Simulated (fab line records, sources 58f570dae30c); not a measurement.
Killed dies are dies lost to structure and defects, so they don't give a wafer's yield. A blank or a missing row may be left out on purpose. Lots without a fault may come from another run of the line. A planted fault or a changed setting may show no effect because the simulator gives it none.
Problem report in the 8D (eight disciplines) form, filled by code | flow berkeley_cmos170 | the parts of the form that need people (team, actions taken, sign-off) are left out

1. THE PROBLEM
bias_w at UCB170_M1_METAL_ETCH_12 reads a mean of 161.7 W on 4 wafers of 2 lots; wafers without a fault read 120.0 W with a standard deviation of 0.35. That is +99 or more standard deviations from the usual mean.
The step: etches Al in Cl2/BCl3, stops on PSG, target depth 780 nm, time 130 s.
First seen on wafer L159.2, day 8 11:43, on rie_metal-03. The record holds 18 wafers of 6 lots with a number at this step. Rule for "out", or "out of limits": more than 4 standard deviations from the usual mean. The other wafers with a number count as sound.

2. WHAT IT IS AND WHAT IT IS NOT
question                    | is                             | is not
which readings at this step | bias_w                         | drypump_motor_current_A, oes_product_au, throttle_valve_pct
which lots                  | L159, L162                     | L152, L157, L170, L172
which wafers of those lots  | L159.2, L159.6, L162.3, L162.6 | L159.1, L162.4
read on which tools         | rie_metal-03                   | rie_metal-01, rie_metal-04
when                        | from day 8 11:43               | up to then (7 sound wafers); but 7 sound wafers of L162, L170, L172 came after

3. SUSPECTS, AND WHAT RULES EACH OUT
Counting: a tool at a process step up to the reading stays a suspect if it ran every lot that is out. Sound lots after the first of them don't rule it out here, since some wafers of a struck lot are sound.
- rie_metal-03 at UCB170_M1_METAL_ETCH_12 (etches Al in Cl2/BCl3, stops on PSG, target depth 780 nm, time 130 s): kept. It ran every lot that is out, first L159 (day 8 11:43); its last sound lot up to then is L157 (day 7 18:14). Its own readings are out on those wafers: bias_w.
- Within rie_metal-03 at UCB170_M1_METAL_ETCH_12: the wafers that are out ran in chamber 0; their sound lot-mates ran in chamber 1.
Left after counting: rie_metal-03 at UCB170_M1_METAL_ETCH_12.

4. THE CAUSE (what the simulator had put in)
Process parameter drift: rie_metal-03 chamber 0, from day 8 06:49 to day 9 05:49, at UCB170_M1_METAL_ETCH_12. Setting bias_w, moved by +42, from 120. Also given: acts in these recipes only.
Counting left only this tool.

5. THE CHAIN OF EFFECTS, in route order
Each row: a reading whose mean over the struck wafers that have a number lies more than 3 standard deviations from the usual. Only readings for which the record gives a usual standard deviation are gone through. hours: the time from each lot's start at the first step in this table that gives one to its start at this step, as a median over the lots. sigmas: the change in usual standard deviations.
hours | step                    | reading | usual   | on struck wafers | change | sigmas
0     | UCB170_M1_METAL_ETCH_12 | bias_w  | 120.0 W | 161.7            | +41.7  | +99 or more
The process steps in it:
- UCB170_M1_METAL_ETCH_12: etches Al in Cl2/BCl3, stops on PSG, target depth 780 nm, time 130 s.

6. WHAT WOULD HAVE CAUGHT IT SOONER
In this record the first reading out of limits was taken at day 8 11:43, 5 hours after the fault began at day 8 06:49.
